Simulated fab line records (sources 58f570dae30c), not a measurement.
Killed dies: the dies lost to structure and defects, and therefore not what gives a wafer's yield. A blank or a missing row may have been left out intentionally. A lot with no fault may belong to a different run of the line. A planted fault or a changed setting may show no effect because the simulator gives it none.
fab line records    flow berkeleyCmos170
[record] lots = 24  wafers = 72  lastDay = 12
route steps=331 shown START@1 NWELL@27 ACTIVE@73 PVT@124 V2@294
lots that met no fault: from a run of the same line without faults
startH: hours from the record's opening day to when the first of the lot's shown wafers began    waitH: how many hours have passed since the lot's step before this one    " identical to the entry in the row above    L1.1+2: a row that stands for several wafers    - no value, or no start was given    * or withheld: withheld    < > ~ a bound
route shown NAME@n: NAME is a module with steps in the file, n the number in the route of the first one    usual: mean and standard deviation over wafers with no fault    same: alike in all rows    chamber/n: place in a boat    sites: per-site readings    _std_site: the standard deviation of these    _edge_site: mean of outer sites minus mean of inner sites    radiusMm: for every site, how far away it sits from the centre of the wafer    mask NAME#n: copy n    behind: the tool/chamber that last shaped the wafer    hold: cause of the lot's hold/its duration in hours/its outcome    device: transistor that didn't switch, given as n, p or np    end of line: tests run on the same wafers once the route is complete    a step given without rows: its recipe and nothing more    killed: not the wafer's yield, but the dies lost to structure and defects at the first sort    map: per-die view of a wafer (x killed, . not killed, _ where there is no die)
set.NAME: setting as actually run; set.NAME@STEP: the setting as run at that earlier step    model.NAME: the simulator's own value behind a step, which no gauge read
steps of the route over a sample of lots; a table a step, a row a wafer
services: when a tool's chamber went out of use (startH, in hours from the record's first day, below 0 if earlier), for how many hours, and the reason
[[steps]]
[step UCB170_START_BOW_MEAS_00]
[recipe] mode = bow
[usual] INCOMING_BOW = 1/6.8
lot.wafer  tool          chamber  startH  waitH  INCOMING_BOW[um]
L074.2     filmMetro-02  -        10.02   -      9
L074.4     "             -        "       "      -5
L074.6     "             -        "       "      -3
L075.1     filmMetro-03  -        15.00   -      4
L075.5     "             -        "       "      -2
L075.6     "             -        "       "      7
L076.2     filmMetro-03  -        20.02   -      -7
L076.3     "             -        "       "      4
L076.6     "             -        "       "      -6
L077.4     filmMetro-01  -        25.06   -      5
L077.5     "             -        "       "      3
L077.6     "             -        "       "      5
L078.1     filmMetro-02  -        30.00   -      -3
L078.3     "             -        "       "      -9
L078.5     "             -        "       "      -4
L079.2     filmMetro-01  -        35.02   -      5
L079.3     "             -        "       "      -8
L079.4     "             -        "       "      4
L080.2     filmMetro-03  -        40.02   -      12
L080.5     "             -        "       "      -6
L080.6     "             -        "       "      4
L081.2     filmMetro-01  -        45.02   -      -3
L081.4     "             -        "       "      0
L081.5     "             -        "       "      15
L082.1     filmMetro-02  -        50.00   -      8
L082.3     "             -        "       "      -10
L082.4     "             -        "       "      2
L083.2     filmMetro-03  -        55.02   -      -2
L083.3     "             -        "       "      1
L083.4     "             -        "       "      -3
L084.1     filmMetro-01  -        60.00   -      0
L084.2     "             -        "       "      2
L084.3     "             -        "       "      -4
L085.3     filmMetro-02  -        65.04   -      1
L085.4     "             -        "       "      0
L085.5     "             -        "       "      -2
L086.2     filmMetro-02  -        70.02   -      2
L086.3     "             -        "       "      0
L086.4     "             -        "       "      4
L087.2     filmMetro-02  -        75.02   -      2
L087.3     "             -        "       "      -5
L087.6     "             -        "       "      -14
L088.2     filmMetro-02  -        80.02   -      11
L088.4     "             -        "       "      -2
L088.6     "             -        "       "      18
L089.3     filmMetro-03  -        85.04   -      -1
L089.5     "             -        "       "      4
L089.6     "             -        "       "      8
L090.1     filmMetro-03  -        90.00   -      -1
L090.2     "             -        "       "      4
L090.6     "             -        "       "      -5
L091.2     filmMetro-01  -        95.02   -      3
L091.3     "             -        "       "      3
L091.5     "             -        "       "      -2
L092.3     filmMetro-01  -        100.04  -      -4
L092.4     "             -        "       "      -3
L092.6     "             -        "       "      8
L093.2     filmMetro-02  -        105.02  -      -1
L093.4     "             -        "       "      1
L093.6     "             -        "       "      -6
L094.1     filmMetro-02  -        110.00  -      7
L094.2     "             -        "       "      3
L094.5     "             -        "       "      -1
L095.2     filmMetro-03  -        115.02  -      1
L095.5     "             -        "       "      2
L095.6     "             -        "       "      1
L096.2     filmMetro-03  -        120.02  -      14
L096.3     "             -        "       "      -14
L096.5     "             -        "       "      9
L097.1     filmMetro-03  -        125.00  -      -2
L097.2     "             -        "       "      5
L097.6     "             -        "       "      -6
[step UCB170_NWELL_ETCH_13]
[recipe] chemistry = CH3F/Ar/O2  target = Si3N4  stopOn = SiO2  CH3F_flow_sccm = 20  Ar_flow_sccm = 50  O2_flow_sccm = 7  pressureMtorr = 50  rfW = 450  targetDepthA = 2464  overEtchFrac = 0.1  timeS = 154
[usual] chamberPressureMTorr = 50.00/0.05  drypumpMotorCurrentA = 5.72/0.27  oesProductAu = 0.932/0.015  rfFwdPowerW = 447.7/1.5  throttleValvePct = 8.11/0.15
lot.wafer  tool        chamber  startH  waitH  chamberPressureMTorr  drypumpMotorCurrentA  oesProductAu  rfFwdPowerW  rfHoursCounterH  throttleValvePct
L074.2     rieDiel-03  3        35.63   0.0    49.98                 5.37                  0.946         446.6        32               8.33
L074.4     "           2        "       "      49.98                 5.72                  0.946         446.6        102              8.00
L074.6     "           1        "       "      50.04                 5.45                  0.939         444.3        -                8.01
L075.1     rieDiel-02  2        43.67   0.0    50.00                 5.73                  0.954         446.8        49               8.26
L075.5     "           2        "       "      49.96                 5.72                  0.963         448.7        -                8.26
L075.6     "           1        "       "      50.01                 5.57                  0.929         448.5        -                8.19
L076.2     rieDiel-03  3        43.82   0.0    50.03                 5.35                  0.933         448.5        33               8.31
L076.3     "           2        "       "      50.02                 5.73                  0.944         446.6        102              7.99
L076.6     "           1        "       "      49.95                 5.47                  0.947         446.1        -                7.99
L077.4     rieDiel-02  2        53.42   0.0    50.06                 5.73                  0.968         447.8        50               8.26
L077.5     "           2        "       "      49.89                 5.74                  0.965         447.1        -                8.26
L077.6     "           1        "       "      49.95                 5.55                  0.934         446.7        -                8.19
L078.1     rieDiel-02  0        57.44   0.0    50.04                 5.54                  0.925         446.9        69               8.24
L078.3     "           3        "       "      49.95                 6.07                  0.914         447.9        70               7.96
L078.5     "           3        "       "      50.01                 6.12                  0.914         448.7        -                7.95
L079.2     rieDiel-03  3        57.72   0.0    49.99                 5.36                  0.935         450.9        33               8.32
L079.3     "           2        "       "      50.06                 5.71                  0.944         451.3        102              7.98
L079.4     "           0        "       "      50.00                 6.05                  0.913         446.2        129              8.16
L080.2     rieDiel-02  2        70.52   0.0    49.92                 5.73                  0.961         448.6        51               8.28
L080.5     "           1        "       "      49.96                 5.59                  0.925         446.1        -                8.18
L080.6     "           2        "       "      50.05                 5.76                  0.952         448.5        -                8.27
L081.2     rieDiel-02  0        75.90   0.0    49.98                 5.50                  0.914         445.6        70               8.25
L081.4     "           1        "       "      49.99                 5.60                  0.916         447.0        16               8.17
L081.5     "           0        "       "      49.97                 5.52                  0.916         446.5        -                8.25
L082.1     rieDiel-03  2        76.06   0.0    50.06                 5.76                  0.924         446.5        103              8.00
L082.3     "           3        "       "      50.06                 5.29                  0.929         446.4        34               8.34
L082.4     "           0        "       "      50.09                 6.07                  0.900         445.4        130              8.17
L083.2     rieDiel-04  3        76.26   0.0    49.93                 6.41                  0.901         447.2        136              7.80
L083.3     "           1        "       "      50.07                 5.62                  0.938         447.6        15               7.92
L083.4     "           2        "       "      49.98                 5.80                  0.947         448.9        49               8.14
L084.1     rieDiel-04  1        84.17   0.0    49.98                 5.65                  0.945         446.6        15               7.92
L084.2     "           3        "       "      50.03                 6.38                  0.910         449.3        136              7.82
L084.3     "           0        "       "      50.06                 5.58                  0.929         448.8        10               8.07
L085.3     rieDiel-02  1        84.29   0.0    50.03                 5.59                  0.930         447.2        16               8.18
L085.4     "           0        "       "      49.96                 5.53                  0.930         448.4        70               8.25
L085.5     "           1        "       "      50.03                 5.62                  0.932         447.7        -                8.19
L086.2     rieDiel-04  3        91.76   0.0    50.08                 6.37                  0.900         449.6        137              7.82
L086.3     "           1        "       "      50.00                 5.69                  0.936         449.2        15               7.93
L086.4     "           0        "       "      50.04                 5.58                  0.933         448.0        10               8.07
L087.2     rieDiel-02  0        105.35  0.0    50.03                 5.51                  0.945         447.4        71               8.25
L087.3     "           3        "       "      50.05                 6.12                  0.930         449.4        71               7.96
L087.6     "           1        "       "      49.96                 5.60                  0.933         447.5        -                8.19
L088.2     rieDiel-03  2        105.62  0.0    50.10                 5.73                  0.934         447.3        104              8.00
L088.4     "           0        "       "      50.02                 6.06                  0.903         446.0        131              8.16
L088.6     "           3        "       "      50.07                 5.37                  0.932         449.5        -                8.33
L089.3     rieDiel-02  3        116.14  0.0    49.91                 6.10                  0.935         448.3        72               7.95
L089.5     "           1        "       "      50.00                 5.53                  0.937         448.0        -                8.18
L089.6     "           0        "       "      49.95                 5.54                  0.936         448.8        -                8.26
L091.2     rieDiel-03  3        116.25  0.0    50.07                 5.37                  0.927         450.2        35               8.31
L091.3     "           0        "       "      50.01                 6.03                  0.906         445.2        131              8.18
L091.5     "           2        "       "      50.03                 5.75                  0.936         448.7        -                8.00
L090.1     rieDiel-04  2        116.40  0.0    50.04                 5.82                  0.940         448.2        51               8.12
L090.2     "           1        "       "      50.01                 5.65                  0.953         448.7        16               7.93
L090.6     "           2        "       "      50.04                 5.85                  0.936         448.8        -                8.14
L092.3     rieDiel-04  0        127.10  0.0    50.00                 5.58                  0.934         447.3        12               8.08
L092.4     "           1        "       "      50.01                 5.64                  0.956         448.2        17               7.94
L092.6     "           1        "       "      49.96                 5.67                  0.950         451.0        -                7.91
L093.2     rieDiel-02  3        127.62  0.0    49.97                 6.08                  0.914         447.7        73               7.93
L093.4     "           0        "       "      49.99                 5.54                  0.927         445.3        73               8.26
L093.6     "           0        "       "      50.05                 5.53                  0.937         446.6        -                8.26
L094.1     rieDiel-04  2        130.11  0.0    49.92                 5.84                  0.944         446.7        52               8.13
L094.2     "           0        "       "      50.01                 5.56                  0.929         448.4        12               8.07
L094.5     "           2        "       "      49.96                 5.85                  0.947         447.6        -                8.12
L095.2     rieDiel-02  0        130.22  0.0    49.95                 5.55                  0.933         447.0        73               8.25
L095.5     "           3        "       "      49.89                 6.11                  0.927         447.4        -                7.95
L095.6     "           0        "       "      49.95                 5.52                  0.938         447.2        -                8.24
L096.2     rieDiel-03  2        138.78  0.0    50.06                 5.72                  0.924         447.7        106              7.99
L096.3     "           3        "       "      49.97                 5.33                  0.928         451.8        36               8.32
L096.5     "           3        "       "      50.00                 5.35                  0.916         449.1        -                8.32
L097.1     rieDiel-03  0        145.43  0.0    50.00                 6.05                  0.923         445.7        133              8.18
L097.2     "           2        "       "      50.02                 5.75                  0.955         447.7        106              8.00
L097.6     "           3        "       "      50.02                 5.36                  0.942         447.3        -                8.34
[step UCB170_NWELL_TW_MEAS_16]
[usual] NWELL_TW = 1249/7
lot.wafer  tool          chamber  startH  waitH  NWELL_TW
L074.2     filmMetro-04  -        35.99   0.1    1243
L074.4     "             -        "       "      1242
L074.6     "             -        "       "      1247
L075.1     filmMetro-01  -        44.02   0.1    1248
L075.5     "             -        "       "      1246
L075.6     "             -        "       "      1245
L076.2     filmMetro-04  -        44.18   0.1    1243
L076.3     "             -        "       "      1240
L076.6     "             -        "       "      1249
L077.4     filmMetro-01  -        53.80   0.1    1245
L077.5     "             -        "       "      1240
L077.6     "             -        "       "      1241
L078.1     filmMetro-01  -        57.80   0.1    1247
L078.3     "             -        "       "      1249
L078.5     "             -        "       "      1249
L079.2     filmMetro-03  -        58.08   0.1    1253
L079.3     "             -        "       "      1257
L079.4     "             -        "       "      1258
L080.2     filmMetro-04  -        70.88   0.1    1252
L080.5     "             -        "       "      1250
L080.6     "             -        "       "      1254
L081.2     filmMetro-04  -        76.26   0.1    1256
L081.4     "             -        "       "      1258
L081.5     "             -        "       "      1258
L082.1     filmMetro-01  -        76.41   0.1    1242
L082.3     "             -        "       "      1243
L082.4     "             -        "       "      1245
L083.2     filmMetro-04  -        76.62   0.1    1258
L083.3     "             -        "       "      1256
L083.4     "             -        "       "      1252
L084.1     filmMetro-04  -        84.52   0.1    1262
L084.2     "             -        "       "      1254
L084.3     "             -        "       "      1260
L085.3     filmMetro-03  -        84.66   0.1    1257
L085.4     "             -        "       "      1260
L085.5     "             -        "       "      1270
L086.2     filmMetro-04  -        92.12   0.1    1261
L086.3     "             -        "       "      1256
L086.4     "             -        "       "      1249
L087.2     filmMetro-01  -        105.71  0.1    1237
L087.3     "             -        "       "      1249
L087.6     "             -        "       "      1238
L088.2     filmMetro-04  -        105.99  0.1    1245
L088.4     "             -        "       "      1250
L088.6     "             -        "       "      1243
L089.3     filmMetro-01  -        116.57  0.1    1244
L089.5     "             -        "       "      1243
L089.6     "             -        "       "      1243
L091.2     filmMetro-01  -        116.62  0.1    1248
L091.3     "             -        "       "      1244
L091.5     "             -        "       "      1242
L090.1     filmMetro-01  -        116.85  0.2    1249
L090.2     "             -        "       "      1236
L090.6     "             -        "       "      1241
L092.3     filmMetro-01  -        127.48  0.1    1248
L092.4     "             -        "       "      1248
L092.6     "             -        "       "      1241
L093.2     filmMetro-03  -        128.05  0.1    1252
L093.4     "             -        "       "      1253
L093.6     "             -        "       "      1257
L094.1     filmMetro-03  -        130.49  0.1    1255
L094.2     "             -        "       "      1257
L094.5     "             -        "       "      1250
L095.2     filmMetro-01  -        130.63  0.1    1247
L095.5     "             -        "       "      1242
L095.6     "             -        "       "      1246
L096.2     filmMetro-01  -        139.14  0.1    1241
L096.3     "             -        "       "      1245
L096.5     "             -        "       "      1237
L097.1     filmMetro-01  -        145.79  0.1    1250
L097.2     "             -        "       "      1252
L097.6     "             -        "       "      1256
[step UCB170_ACTIVE_CD_MEAS_13]
[recipe] targetCdNm = 1200
[usual] cdNm = 1200.1/1.5
lot.wafer  tool      chamber  startH  waitH  cdNm
L074.2     cdSem-01  -        86.30   -      1202.8
L074.4     "         -        "       "      1203.2
L074.6     "         -        "       "      1203.7
L075.1     cdSem-01  -        96.91   -      1202.3
L075.5     "         -        "       "      1202.2
L075.6     "         -        "       "      1201.1
L076.2     cdSem-02  -        97.18   -      1200.5
L076.3     "         -        "       "      1200.4
L076.6     "         -        "       "      1200.7
L077.4     cdSem-01  -        107.12  -      1201.2
L077.5     "         -        "       "      1201.6
L077.6     "         -        "       "      1201.2
L078.1     cdSem-01  -        118.70  -      1199.5
L078.3     "         -        "       "      1201.1
L078.5     "         -        "       "      1199.7
L079.2     cdSem-01  -        118.86  -      1198.9
L079.3     "         -        "       "      1198.7
L079.4     "         -        "       "      1198.7
L082.1     cdSem-01  -        123.72  -      1197.6
L082.3     "         -        "       "      1198.8
L082.4     "         -        "       "      1200.5
L083.2     cdSem-02  -        124.03  -      1198.2
L083.3     "         -        "       "      1199.3
L083.4     "         -        "       "      1200.1
L080.2     cdSem-02  -        124.46  -      1202.0
L080.5     "         -        "       "      1202.0
L080.6     "         -        "       "      1202.1
L081.2     cdSem-01  -        124.88  -      1200.5
L081.4     "         -        "       "      1201.4
L081.5     "         -        "       "      1201.6
L084.1     cdSem-01  -        136.98  -      1199.3
L084.2     "         -        "       "      1200.7
L084.3     "         -        "       "      1200.9
L086.2     cdSem-02  -        137.27  -      1200.5
L086.3     "         -        "       "      1201.2
L086.4     "         -        "       "      1200.1
L085.3     cdSem-01  -        137.33  -      1200.8
L085.4     "         -        "       "      1200.8
L085.5     "         -        "       "      1201.5
L088.2     cdSem-02  -        154.08  -      1201.1
L088.4     "         -        "       "      1199.5
L088.6     "         -        "       "      1199.5
L090.1     cdSem-01  -        154.33  -      1197.6
L090.2     "         -        "       "      1197.2
L090.6     "         -        "       "      1198.1
L091.2     cdSem-02  -        154.63  -      1200.2
L091.3     "         -        "       "      1200.9
L091.5     "         -        "       "      1201.1
L087.2     cdSem-02  -        154.90  -      1201.4
L087.3     "         -        "       "      1201.2
L087.6     "         -        "       "      1201.8
L089.3     cdSem-01  -        155.20  -      1197.6
L089.5     "         -        "       "      1198.2
L089.6     "         -        "       "      1197.0
L092.3     cdSem-02  -        167.87  -      1198.3
L092.4     "         -        "       "      1199.4
L092.6     "         -        "       "      1199.7
L093.2     cdSem-02  -        173.28  -      1199.8
L093.4     "         -        "       "      1200.4
L093.6     "         -        "       "      1199.1
L094.1     cdSem-02  -        173.47  -      1199.4
L094.2     "         -        "       "      1198.5
L094.5     "         -        "       "      1198.7
L095.2     cdSem-01  -        173.57  -      1199.1
L095.5     "         -        "       "      1198.8
L095.6     "         -        "       "      1197.9
L096.2     cdSem-01  -        182.81  -      1198.6
L096.3     "         -        "       "      1199.1
L096.5     "         -        "       "      1201.3
L097.1     cdSem-01  -        187.56  -      1200.3
L097.2     "         -        "       "      1201.4
L097.6     "         -        "       "      1199.6
[step UCB170_PVT_TW_MEAS_09]
[usual] PVT_TW = 506.2/2.9
lot.wafer  tool          chamber  startH  waitH  PVT_TW
L074.2     filmMetro-03  -        133.32  0.1    508.0
L074.4     "             -        "       "      507.7
L074.6     "             -        "       "      508.3
L075.1     filmMetro-03  -        133.73  0.1    505.5
L075.5     "             -        "       "      508.7
L075.6     "             -        "       "      506.7
L077.4     filmMetro-02  -        138.56  0.1    501.5
L077.5     "             -        "       "      502.5
L077.6     "             -        "       "      503.4
L076.2     filmMetro-03  -        138.67  0.1    507.1
L076.3     "             -        "       "      508.5
L076.6     "             -        "       "      507.8
L079.2     filmMetro-02  -        147.71  0.1    505.2
L079.3     "             -        "       "      503.7
L079.4     "             -        "       "      501.0
L078.1     filmMetro-02  -        147.87  0.1    504.6
L078.3     "             -        "       "      504.3
L078.5     "             -        "       "      503.8
L080.2     filmMetro-02  -        153.08  0.1    503.9
L080.5     "             -        "       "      503.2
L080.6     "             -        "       "      501.9
L082.1     filmMetro-02  -        153.34  0.1    504.4
L082.3     "             -        "       "      501.9
L082.4     "             -        "       "      505.1
L083.2     filmMetro-03  -        153.62  0.1    506.4
L083.3     "             -        "       "      505.8
L083.4     "             -        "       "      507.8
L081.2     filmMetro-02  -        154.08  0.1    506.8
L081.4     "             -        "       "      504.3
L081.5     "             -        "       "      505.9
L085.3     filmMetro-02  -        165.79  0.1    504.0
L085.4     "             -        "       "      505.2
L085.5     "             -        "       "      503.3
L086.2     filmMetro-04  -        165.86  0.1    506.7
L086.3     "             -        "       "      510.0
L086.4     "             -        "       "      510.8
L084.1     filmMetro-03  -        166.05  0.1    506.1
L084.2     "             -        "       "      506.1
L084.3     "             -        "       "      506.8
L088.2     filmMetro-02  -        187.39  0.1    507.9
L088.4     "             -        "       "      505.4
L088.6     "             -        "       "      504.1
L091.2     filmMetro-04  -        187.67  0.1    509.1
L091.3     "             -        "       "      507.6
L091.5     "             -        "       "      506.9
L089.3     filmMetro-03  -        189.49  0.1    507.4
L089.5     "             -        "       "      507.3
L089.6     "             -        "       "      510.1
L087.2     filmMetro-02  -        189.57  0.1    504.8
L087.3     "             -        "       "      508.1
L087.6     "             -        "       "      505.1
L090.1     filmMetro-04  -        189.83  0.1    507.1
L090.2     "             -        "       "      506.9
L090.6     "             -        "       "      507.0
L092.3     filmMetro-04  -        205.37  0.1    508.3
L092.4     "             -        "       "      509.4
L092.6     "             -        "       "      504.4
L094.1     filmMetro-03  -        209.92  0.1    506.7
L094.2     "             -        "       "      506.9
L094.5     "             -        "       "      509.8
L095.2     filmMetro-04  -        210.05  0.1    506.3
L095.5     "             -        "       "      508.8
L095.6     "             -        "       "      507.6
L093.2     filmMetro-04  -        210.29  0.1    507.4
L093.4     "             -        "       "      509.8
L093.6     "             -        "       "      507.7
L096.2     filmMetro-04  -        218.70  0.1    510.2
L096.3     "             -        "       "      509.1
L096.5     "             -        "       "      508.5
L097.1     filmMetro-02  -        226.68  0.1    497.7
L097.2     "             -        "       "      497.4
L097.6     "             -        "       "      498.5
[step UCB170_V2_CMP_02]
[recipe] material = SiO2  downForcePsi = 6  platenRpm = 60  padVelocityMS = 0.75398
[usual] motorCurrentA = 15.9/1.2
lot.wafer  tool    chamber  startH  waitH  motorCurrentA
L075.1     cmp-01  0        175.94  0.1    15.0
L075.5     "       0        "       "      16.0
L075.6     "       1        "       "      15.4
L074.4     cmp-02  0        176.69  0.1    18.1
L074.2     "       2        "       "      15.4
L074.6     "       0        "       "      17.8
L077.4     cmp-01  0        184.92  0.2    15.8
L077.6     "       1        "       "      16.3
L077.5     "       2        "       "      15.3
L076.2     cmp-02  2        185.24  0.0    15.2
L076.3     "       1        "       "      16.6
L076.6     "       3        "       "      15.3
L078.3     cmp-01  2        193.60  0.1    15.8
L078.1     "       0        "       "      15.7
L078.5     "       2        "       "      16.3
L079.3     cmp-02  3        193.97  0.1    15.3
L079.4     "       0        "       "      18.3
L079.2     "       1        "       "      16.1
L083.2     cmp-01  0        203.10  0.0    15.6
L083.4     "       1        "       "      16.1
L083.3     "       2        "       "      15.8
L082.3     cmp-02  0        203.66  0.0    18.3
L082.4     "       1        "       "      16.0
L082.1     "       3        "       "      15.7
L080.2     cmp-01  1        203.92  0.0    15.8
L080.6     "       1        "       "      15.6
L080.5     "       2        "       "      16.5
L081.2     cmp-02  0        204.30  0.0    18.5
L081.4     "       2        "       "      14.8
L081.5     "       1        "       "      16.1
L086.4     cmp-02  3        213.35  0.1    14.9
L086.3     "       0        "       "      18.9
L086.2     "       1        "       "      16.7
L085.4     cmp-01  3        213.54  0.0    15.6
L085.3     "       2        "       "      16.3
L085.5     "       0        "       "      15.0
L084.3     cmp-02  2        213.79  0.0    15.1
L084.2     "       3        "       "      15.0
L084.1     "       1        "       "      16.2
L088.4     cmp-01  1        238.59  0.0    15.2
L088.2     "       2        "       "      16.5
L088.6     "       1        "       "      15.6
L089.3     cmp-01  3        239.84  0.0    15.5
L089.5     "       3        "       "      15.3
L089.6     "       0        "       "      15.9
L087.2     cmp-02  0        240.96  0.0    18.8
L087.3     "       2        "       "      15.3
L087.6     "       1        "       "      16.2
L090.2     cmp-01  3        241.18  0.1    14.6
L090.1     "       0        "       "      15.7
L090.6     "       2        "       "      16.4
L091.2     cmp-02  3        241.32  0.0    15.0
L091.3     "       0        "       "      18.6
L091.5     "       0        "       "      17.5
L093.4     cmp-01  0        259.25  0.1    15.4
L093.2     "       1        "       "      15.9
L093.6     "       3        "       "      16.0
L094.2     cmp-02  0        259.47  0.0    18.6
L094.1     "       2        "       "      15.1
L094.5     "       1        "       "      15.7
L095.2     cmp-01  2        260.16  0.2    15.9
L095.5     "       3        "       "      16.1
L095.6     "       0        "       "      15.7
L092.3     cmp-02  3        260.25  0.1    15.1
L092.4     "       1        "       "      16.0
L092.6     "       3        "       "      14.5
L096.2     cmp-02  2        266.76  0.1    14.9
L096.3     "       3        "       "      14.8
L096.5     "       0        "       "      18.4
L097.1     cmp-02  3        273.91  0.1    14.7
L097.2     "       1        "       "      16.6
L097.6     "       0        "       "      19.0
[[services]]
tool        chamber  startH  hours  kind
rieDiel-04  -        25.58   2.6    repair
cmp-01      -        26.00   2.3    repair
cmp-01      -        54.55   7.1    pm
cmp-01      -        64.00   4.0    pm
rieDiel-03  3        66.19   9.5    repair
cmp-01      -        67.42   2.1    repair
cmp-01      -        87.25   0.6    repair
rieDiel-02  2        89.52   16.7   repair
cmp-02      -        95.87   0.2    repair
cmp-01      -        95.90   2.1    repair
cmp-01      -        101.31  1.3    repair
cmp-02      -        102.11  2.3    repair
cmp-02      -        105.02  1.7    repair
cmp-02      -        126.37  2.4    repair
rieDiel-03  1        142.86  4.7    repair
cmp-01      -        177.23  4.6    repair
cmp-02      -        231.03  4.9    pm
rieDiel-02  1        235.71  6.3    repair
cmp-02      -        235.96  4.0    pm
cmp-02      -        237.28  1.1    repair
rieDiel-02  2        243.74  2.1    repair
cmp-01      -        244.00  6.1    pm
cmp-02      -        254.45  3.9    pm
rieDiel-02  -        259.35  0.7    repair
[[key]]
fault none
